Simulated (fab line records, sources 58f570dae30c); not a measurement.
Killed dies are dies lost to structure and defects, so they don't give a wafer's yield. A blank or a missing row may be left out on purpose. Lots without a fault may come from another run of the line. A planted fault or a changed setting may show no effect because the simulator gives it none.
One fault seen from 2 desks | flow berkeley_cmos170 | each desk has only its own numbers; what lay behind them comes last

THE METROLOGY DESK
What the gauges read, lot by lot, whatever tool the lot ran on: means of the sampled wafers that have a number. A lot is out of limits, marked OUT, if its mean lies more than 4 standard deviations from the usual mean; the brackets give that distance.
Columns: A = NSD_OVL at UCB170_NSD_OVL_MEAS_07, usual -3 nm; B = V2_BOW at UCB170_V2_BOW_MEAS_03, usual 37 um
lot  | first seen here | A   | B
L140 | day 8 08:02     | -3  | 37
L142 | day 8 12:26     | -8  | 37
L145 | day 8 21:37     | -1  | 33
L143 | day 8 21:46     | -1  | 34
L144 | day 8 22:01     | -4  | 36
L146 | day 8 22:18     | -1  | 38
L149 | day 9 10:58     | -10 | 35
L150 | day 9 23:58     | -0  | 37
L153 | day 10 11:28    | 1   | 38
L155 | day 10 20:02    | -3  | 34
L160 | day 11 17:55    | 2   | 36
L156 | day 11 18:13    | -3  | 40
L161 | day 12 13:29    | -3  | 35
L162 | day 13 00:23    | -4  | 43
This desk's finding: nothing out of limits on any of the 14 lots.

THE TOOL OWNER'S DESK: rie_diel-02
The tool's own readings at UCB170_M1_ETCH_11 (etches BARC in N2/H2): means of the sampled wafers that have a number, for each lot that ran on this tool. A lot is out of limits, marked OUT, if its mean lies more than 4 standard deviations from the usual mean; the brackets give that distance.
Columns: A = drypump_motor_current_A at UCB170_M1_ETCH_11, usual 5.7 A; B = oes_product_au at UCB170_M1_ETCH_11, usual 0.990 a.u.; C = throttle_valve_pct at UCB170_M1_ETCH_11, usual 13.40 %
lot  | first seen here | A   | B     | C
L143 | day 9 09:09     | 6.1 | 0.997 | 13.38
L149 | day 10 01:41    | 5.8 | 0.996 | 13.37
L150 | day 10 09:58    | 6.1 | 0.993 | 13.38
L153 | day 10 22:32    | 5.8 | 0.992 | 13.37
This desk's finding: nothing out of limits on any of the 4 lots.

PUT TOGETHER
The metrology desk saw nothing out of limits.
The tool owner's desk saw nothing out of limits.

WHAT THE SIMULATOR HAD PUT IN
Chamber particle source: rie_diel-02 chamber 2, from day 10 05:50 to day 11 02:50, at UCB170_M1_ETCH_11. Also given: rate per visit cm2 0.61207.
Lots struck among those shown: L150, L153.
